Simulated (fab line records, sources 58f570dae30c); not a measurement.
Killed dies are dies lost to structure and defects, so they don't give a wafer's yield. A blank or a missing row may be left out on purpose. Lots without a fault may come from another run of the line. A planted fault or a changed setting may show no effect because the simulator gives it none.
Chamber matching | flow berkeley_cmos170 | UCB170_V1_CMP_02 on cmp-01: 4 sister chambers
The step polishes SiO2. 8 wafers are shown with their chamber, then 8 later ones without.

WAFERS WITH THEIR CHAMBER
wafer  | chamber | motor_current_A (A)
L916.3 | 1       | 15.8
L919.4 | 2       | 15.8
L922.2 | 1       | 14.6
L922.3 | 2       | 15.9
L922.4 | 3       | 15.4
L923.1 | 3       | 15.5
L923.5 | 0       | 16.2
L928.2 | 0       | 16.2

WAFERS WITHOUT THEIR CHAMBER
wafer  | motor_current_A (A)
L928.5 | 15.0
L928.6 | 16.5
L930.3 | 14.9
L930.4 | 15.0
L930.5 | 17.0
L934.2 | 15.8
L934.4 | 15.3
L934.5 | 16.6

WHICH CHAMBER EACH WENT THROUGH
wafer  | from the rows above               | in truth
L928.5 | can't be placed: 1 or 3 or 2      | 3
L928.6 | can't be placed: 0 or 2 or 3      | 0
L930.3 | can't be placed: 1 or 3 or 2      | 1
L930.4 | can't be placed: 1 or 3 or 2      | 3
L930.5 | can't be placed: 0 or 2 or 3      | 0
L934.2 | can't be placed: 2 or 3 or 0 or 1 | 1
L934.4 | can't be placed: 1 or 3 or 2 or 0 | 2
L934.5 | can't be placed: 0 or 2 or 3      | 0
Placed correctly: 0 of 8. Can't be placed from these rows: 8 (the true chamber is among the candidates in 8). Placed wrongly: 0.
How it was worked out, from the rows above alone: a wafer's distance from a chamber is the root of the sum, over the readings, of the square of ((its reading less the chamber's mean) divided by the reading's scatter). The wafer belongs to the nearest chamber; if the next one is less than 2 further off, it can't be placed. A chamber's mean is the mean of its shown wafers. The scatter: the root of (the sum of the squares of (reading less its chamber's mean) over the shown wafers, divided by (wafers less chambers)).
